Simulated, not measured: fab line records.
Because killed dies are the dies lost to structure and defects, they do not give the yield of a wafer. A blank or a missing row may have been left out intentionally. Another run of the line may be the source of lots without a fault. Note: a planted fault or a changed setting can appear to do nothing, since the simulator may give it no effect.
Split-lot study :: flow berkeley-cmos170 :: on a route of 331 steps: 5 lots, 23 wafers read

THE SPLIT ITSELF
At UCB170_M3_METAL_ETCH_18 (etches Al in Cl2/BCl3, stops on SiO2, target depth 1170 nm, time 195 s), the setting icp-w was moved away from the recipe's 600 W on 7 of the 23 wafers read, by -10.1% to +9.4%. For the rest of the wafers, this setting stayed at what the recipe calls for.

Between the split and the reading, the file records no step.

THE READING
oes-product-au, in a.u., at UCB170_M3_STRIP_19 (strips in O2). A value of 0.541 a.u. with a standard deviation of 0.014 a.u. is what fault-free wafers of this fab line usually give.

wafer: L074.1
tool, chamber at the split: rie-metal-03, 1
icp-w as run, W: 600
against the recipe: recipe
oes-product-au, a.u.: 0.537
against lot-mates on the recipe: -

wafer: L074.2
tool, chamber at the split: rie-metal-03, 0
icp-w as run, W: 600
against the recipe: recipe
oes-product-au, a.u.: 0.542
against lot-mates on the recipe: -

wafer: L074.4
tool, chamber at the split: rie-metal-03, 0
icp-w as run, W: 600
against the recipe: recipe
oes-product-au, a.u.: 0.549
against lot-mates on the recipe: -

wafer: L074.5
tool, chamber at the split: rie-metal-03, 0
icp-w as run, W: 539.4
against the recipe: -10.1%
oes-product-au, a.u.: 0.609
against lot-mates on the recipe: +0.066

wafer: L074.6
tool, chamber at the split: rie-metal-03, 1
icp-w as run, W: 539.4
against the recipe: -10.1%
oes-product-au, a.u.: 0.599
against lot-mates on the recipe: +0.056

wafer: L075.1
tool, chamber at the split: rie-metal-01, 0
icp-w as run, W: 600
against the recipe: recipe
oes-product-au, a.u.: 0.559
against lot-mates on the recipe: -

wafer: L075.3
tool, chamber at the split: rie-metal-01, 0
icp-w as run, W: 600
against the recipe: recipe
oes-product-au, a.u.: 0.558
against lot-mates on the recipe: -

wafer: L075.6
tool, chamber at the split: rie-metal-01, 0
icp-w as run, W: 600
against the recipe: recipe
oes-product-au, a.u.: 0.554
against lot-mates on the recipe: -

wafer: L078.1
tool, chamber at the split: rie-metal-04, 1
icp-w as run, W: 600
against the recipe: recipe
oes-product-au, a.u.: 0.543
against lot-mates on the recipe: -

wafer: L078.3
tool, chamber at the split: rie-metal-04, 1
icp-w as run, W: 646.4
against the recipe: +7.7%
oes-product-au, a.u.: 0.492
against lot-mates on the recipe: -0.066

wafer: L078.4
tool, chamber at the split: rie-metal-04, 0
icp-w as run, W: 600
against the recipe: recipe
oes-product-au, a.u.: 0.566
against lot-mates on the recipe: -

wafer: L078.5
tool, chamber at the split: rie-metal-04, 1
icp-w as run, W: 646.4
against the recipe: +7.7%
oes-product-au, a.u.: 0.492
against lot-mates on the recipe: -0.066

wafer: L078.6
tool, chamber at the split: rie-metal-04, 0
icp-w as run, W: 600
against the recipe: recipe
oes-product-au, a.u.: 0.564
against lot-mates on the recipe: -

wafer: L079.1
tool, chamber at the split: rie-metal-04, 1
icp-w as run, W: 600
against the recipe: recipe
oes-product-au, a.u.: 0.526
against lot-mates on the recipe: -

wafer: L079.2
tool, chamber at the split: rie-metal-04, 0
icp-w as run, W: 600
against the recipe: recipe
oes-product-au, a.u.: 0.565
against lot-mates on the recipe: -

wafer: L079.4
tool, chamber at the split: rie-metal-04, 0
icp-w as run, W: 600
against the recipe: recipe
oes-product-au, a.u.: 0.551
against lot-mates on the recipe: -

wafer: L079.5
tool, chamber at the split: rie-metal-04, 0
icp-w as run, W: 600
against the recipe: recipe
oes-product-au, a.u.: 0.551
against lot-mates on the recipe: -

wafer: L079.6
tool, chamber at the split: rie-metal-04, 1
icp-w as run, W: 600
against the recipe: recipe
oes-product-au, a.u.: 0.529
against lot-mates on the recipe: -

wafer: L081.2
tool, chamber at the split: rie-metal-01, 1
icp-w as run, W: 656.4
against the recipe: +9.4%
oes-product-au, a.u.: 0.476
against lot-mates on the recipe: -0.065

wafer: L081.3
tool, chamber at the split: rie-metal-01, 1
icp-w as run, W: 600
against the recipe: recipe
oes-product-au, a.u.: 0.542
against lot-mates on the recipe: -

wafer: L081.4
tool, chamber at the split: rie-metal-01, 0
icp-w as run, W: 656.4
against the recipe: +9.4%
oes-product-au, a.u.: 0.499
against lot-mates on the recipe: -0.042

wafer: L081.5
tool, chamber at the split: rie-metal-01, 0
icp-w as run, W: 656.4
against the recipe: +9.4%
oes-product-au, a.u.: 0.499
against lot-mates on the recipe: -0.042

wafer: L081.6
tool, chamber at the split: rie-metal-01, 1
icp-w as run, W: 600
against the recipe: recipe
oes-product-au, a.u.: 0.540
against lot-mates on the recipe: -

THE FIT
A straight line over all 23 wafers: oes-product-au changes by -0.00607 a.u. for each +1% of icp-w; r = -0.94; the points scatter about the line by 0.012 a.u.
The same after taking each lot's own level away (the mean of its wafers on the recipe; 23 wafers): -0.00619 a.u. for each +1%; r = -0.94; scatter 0.011 a.u.
On that fit, the largest move of icp-w shifts the reading by 0.062 a.u.
The lots' own levels span 0.5410 to 0.5577 a.u., that is 1.2 times the standard deviation above.
The two slopes agree, so the slope changes little with the lot-to-lot level.
Check: with one of the wafers moved furthest among these (-10.1%) left out of the fit, the line predicts +0.0604 a.u. for it against its lot-mates. Against them it came out at +0.0663 a.u.
Tool readings at the split's step, against how far the setting was moved: oes-product-au r = +0.17.

THE WHOLE CHAIN: every reading that the file lists as answering this split, in the file's order
step: UCB170_M3_METAL_ETCH_18
what it does: etches Al in Cl2/BCl3, stops on SiO2, target depth 1170 nm, time 195 s
reading: KrF_of_M3_COAT_10.thk-nm (the simulator's own value, which no gauge read)
change (the file's fit): -6.54 nm for each +1% of the setting
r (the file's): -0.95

step: UCB170_M3_STRIP_19
what it does: strips in O2
reading: oes-product-au
change (the file's fit): -0.00638 a.u. for each +1% of the setting
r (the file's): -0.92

THE FILE'S OWN FIT
oes-product-au changes by -0.00638 a.u. for each +1% of icp-w, r = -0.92.
